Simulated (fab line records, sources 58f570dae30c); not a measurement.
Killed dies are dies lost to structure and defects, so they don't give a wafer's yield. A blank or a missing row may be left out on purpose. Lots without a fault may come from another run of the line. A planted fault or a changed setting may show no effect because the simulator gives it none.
Split-lot experiment | flow berkeley_cmos170 | 5 lots, 23 wafers read, on a route of 331 steps

THE SPLIT
At UCB170_M3_PEB_13, the setting peb_temp_c was moved away from the recipe's 130 C on 8 of the 23 wafers read, by -1.2% to +1.0%. The other wafers ran this setting at the recipe's value.

FROM THE SPLIT TO THE READING: what the file shows between them, 5 steps
- UCB170_M3_DEVELOP_14: develop time 45 s
- UCB170_M3_CD_MEAS_15: target cd 700 nm
- UCB170_M3_ETCH_17: etches BARC in N2/H2
- UCB170_M3_METAL_ETCH_18: etches Al in Cl2/BCl3, stops on SiO2, target depth 1170 nm, time 195 s
- UCB170_M3_STRIP_19: strips in O2

THE READING
cd_nm, in nm, at UCB170_M3_CD_MEAS_90 (target cd 700 nm). Fault-free wafers of this fab line usually give 700 nm, standard deviation 4 nm.

wafer  | tool, chamber at the split | peb_temp_c as run, C | against the recipe | cd_nm, nm | against lot-mates on the recipe
L075.1 | litho_track-03, 0          | 130                  | recipe             | 698       | -
L075.2 | litho_track-03, 0          | 131.3                | +1.0%              | 685       | -13
L075.4 | litho_track-03, 0          | 130                  | recipe             | 698       | -
L075.5 | litho_track-03, 0          | 130                  | recipe             | 698       | -
L075.6 | litho_track-03, 0          | 131.3                | +1.0%              | 685       | -13
L076.2 | litho_track-02, 0          | 131.2                | +0.9%              | 703       | -3
L076.3 | litho_track-02, 0          | 130                  | recipe             | 703       | -
L076.4 | litho_track-02, 0          | 130                  | recipe             | 709       | -
L076.5 | litho_track-02, 0          | 131.2                | +0.9%              | 697       | -9
L076.6 | litho_track-02, 0          | 130                  | recipe             | 706       | -
L077.1 | litho_track-03, 0          | 130                  | recipe             | 694       | -
L077.2 | litho_track-03, 0          | 129                  | -0.8%              | 707       | +10
L077.3 | litho_track-03, 0          | 130                  | recipe             | 699       | -
L077.4 | litho_track-03, 0          | 130                  | recipe             | 698       | -
L077.5 | litho_track-03, 0          | 129                  | -0.8%              | 707       | +10
L083.2 | litho_track-01, 0          | 130                  | recipe             | 696       | -
L083.3 | litho_track-01, 0          | 128.4                | -1.2%              | 710       | +12
L083.4 | litho_track-01, 0          | 128.4                | -1.2%              | 715       | +17
L083.5 | litho_track-01, 0          | 130                  | recipe             | 705       | -
L083.6 | litho_track-01, 0          | 130                  | recipe             | 693       | -
L085.3 | litho_track-03, 0          | 130                  | recipe             | 701       | -
L085.4 | litho_track-03, 0          | 130                  | recipe             | 700       | -
L085.5 | litho_track-03, 0          | 130                  | recipe             | 700       | -

THE FIT
A straight line over all 23 wafers: cd_nm changes by -9.03 nm for each +1% of peb_temp_c; r = -0.75; the points scatter about the line by 4.9 nm.
The same after taking each lot's own level away (the mean of its wafers on the recipe; 23 wafers): -11.1 nm for each +1%; r = -0.92; scatter 3 nm.
On that fit, the largest move of peb_temp_c shifts the reading by 14 nm.
The lots' own levels span 697.0 to 706.0 nm, that is 2.2 times the standard deviation above.
So the lot-to-lot level blurs the effect unless lot-mates are compared.
Check: with one of the wafers moved furthest among these (-1.2%) left out of the fit, the line predicts +14.7 nm for it against its lot-mates. It came out at +12 nm against them.

OTHER SPLITS ON THESE WAFERS
These wafers also went through other splits before the reading. Each is held against what the fit with the lots' levels taken away leaves over:
other split on the same wafers  | wafers away from the commonest value | r with cd_nm (lot level and that fit taken away)
UCB170_V2_COAT_07 resist_thk_nm | 5                                    | -0.18
UCB170_M3_SPUTTER_01 power_w    | 7                                    | +0.21

THE WHOLE CHAIN: every reading that the file lists as answering this split, in the file's order
step                    | what it does                                                           | reading                                                   | change (the file's fit)              | r (the file's)
UCB170_M3_CD_MEAS_15    | target cd 700 nm                                                       | cd_nm                                                     | -8.54 nm for each +1% of the setting | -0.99
UCB170_M3_ETCH_17       | etches BARC in N2/H2                                                   | M3.cd_nm (the simulator's own value, which no gauge read) | -8.59 nm for each +1% of the setting | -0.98
UCB170_M3_METAL_ETCH_18 | etches Al in Cl2/BCl3, stops on SiO2, target depth 1170 nm, time 195 s | M3.cd_nm (the simulator's own value, which no gauge read) | -10.9 nm for each +1% of the setting | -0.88
UCB170_M3_CD_MEAS_90    | target cd 700 nm                                                       | cd_nm                                                     | -11 nm for each +1% of the setting   | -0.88

THE FILE'S OWN FIT
cd_nm changes by -11 nm for each +1% of peb_temp_c, r = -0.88.
